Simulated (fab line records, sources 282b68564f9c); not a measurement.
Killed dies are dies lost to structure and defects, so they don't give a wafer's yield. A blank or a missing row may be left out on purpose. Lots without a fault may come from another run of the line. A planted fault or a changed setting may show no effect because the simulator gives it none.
Tool commonality check | flow rit_cmos | 14 lots, 42 wafers sampled

WHY IT WAS OPENED
At RIT_ACTIVE_THK_MEAS_04 the reading ACTIVE_NITRIDE_THK is flagged on 2 of 14 lots. Wafers without a fault read 149.7 nm, standard deviation 1.6.
Rule: a lot is flagged when every wafer of it that has a number lies more than 4 standard deviations from that mean, or none has a number. The other lots count as sound.

lot  | measured    | on            | ACTIVE_NITRIDE_THK (nm), wafer by wafer | flag
L395 | day 1 13:32 | film_metro-03 | 152.6 154.2 151.8                       |
L396 | day 1 19:14 | film_metro-01 | 151.5 150.6 151.2                       |
L397 | day 1 23:33 | film_metro-03 | 151.4 151.0 150.8                       |
L398 | day 2 04:32 | film_metro-01 | 152.4 151.5 152.0                       |
L399 | day 2 09:32 | film_metro-03 | 151.4 151.6 150.3                       |
L400 | day 2 14:32 | film_metro-01 | 149.4 148.5 148.7                       |
L404 | day 3 10:32 | film_metro-01 | 150.4 151.1 149.6                       |
L405 | day 3 15:32 | film_metro-01 | 148.4 148.0 147.7                       |
L406 | day 3 22:29 | film_metro-02 | 150.6 151.1 149.8                       |
L407 | day 4 02:49 | film_metro-02 | 150.1 151.2 149.6                       |
L408 | day 4 07:23 | film_metro-02 | 146.2 148.0 149.1                       |
L411 | day 4 21:32 | film_metro-02 | 152.1 153.4 151.6                       |
L412 | day 5 02:32 | film_metro-01 | 184.0 185.5 185.6                       | FLAGGED
L413 | day 5 07:32 | film_metro-03 | 183.2 182.4 181.8                       | FLAGGED
The numbers of the flagged lots are 183.8 nm on average: +34.1 nm against the usual, or +21 standard deviations.

WHICH TOOL RAN EACH LOT
The record holds 1 process step before the reading, out of a route of 202 steps. In each cell: the tool, then ch and the chambers that the sampled wafers went through, then the start.
lot  | flag    | RIT_ACTIVE_CVD_03
L395 |         | lpcvd-01 ch 1, day 1 12:07
L396 |         | lpcvd-02 ch 0, day 1 17:07
L397 |         | lpcvd-01 ch 1, day 1 22:07
L398 |         | lpcvd-02 ch 0, day 2 03:07
L399 |         | lpcvd-02 ch 1, day 2 08:07
L400 |         | lpcvd-01 ch 1, day 2 13:07
L404 |         | lpcvd-02 ch 0, day 3 09:07
L405 |         | lpcvd-02 ch 1, day 3 14:07
L406 |         | lpcvd-01 ch 1, day 3 20:21
L407 |         | lpcvd-02 ch 1, day 4 01:23
L408 |         | lpcvd-01 ch 0, day 4 05:58
L411 |         | lpcvd-02 ch 1, day 4 20:07
L412 | FLAGGED | lpcvd-01 ch 1, day 5 01:07
L413 | FLAGGED | lpcvd-01 ch 1, day 5 06:07
What these steps do:
- RIT_ACTIVE_CVD_03: deposits Si3N4 from SiH2Cl2/NH3, target thk 150 nm, time 1500 s.
- RIT_ACTIVE_THK_MEAS_04

FLAGGED OVER TOTAL, TOOL BY TOOL (the gauges that took the reading come last)
step                   | tool          | lots run | flagged | share of the flagged lots | sound lots run after its first flagged lot
RIT_ACTIVE_CVD_03      | lpcvd-01      | 7        | 2       | all                       | 0
RIT_ACTIVE_CVD_03      | lpcvd-02      | 7        | 0       | none                      | -
RIT_ACTIVE_THK_MEAS_04 | film_metro-01 | 6        | 1       | some                      | 0
RIT_ACTIVE_THK_MEAS_04 | film_metro-02 | 4        | 0       | none                      | -
RIT_ACTIVE_THK_MEAS_04 | film_metro-03 | 4        | 1       | some                      | 0

WHAT THE TABLE ALLOWS
1 row of the table ran every flagged lot: lpcvd-01 at RIT_ACTIVE_CVD_03.
- lpcvd-01 at RIT_ACTIVE_CVD_03: 2 of its 7 lots flagged. Its last sound lot is L408 (day 4 05:58), its first flagged lot L412 (day 5 01:07): a fault that began between those two fits. Its own readings lie more than 4 standard deviations out on every wafer of the flagged lots: spike_tc_centre_C, spike_tc_load_C.
One tool is left: lpcvd-01 at RIT_ACTIVE_CVD_03.

WHAT THE SIMULATOR HAD PUT IN
Process parameter drift: lpcvd-01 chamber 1, from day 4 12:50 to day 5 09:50, at RIT_ACTIVE_CVD_03. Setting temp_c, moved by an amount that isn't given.
Lots struck among those shown: L412, L413. The rule above found the same.
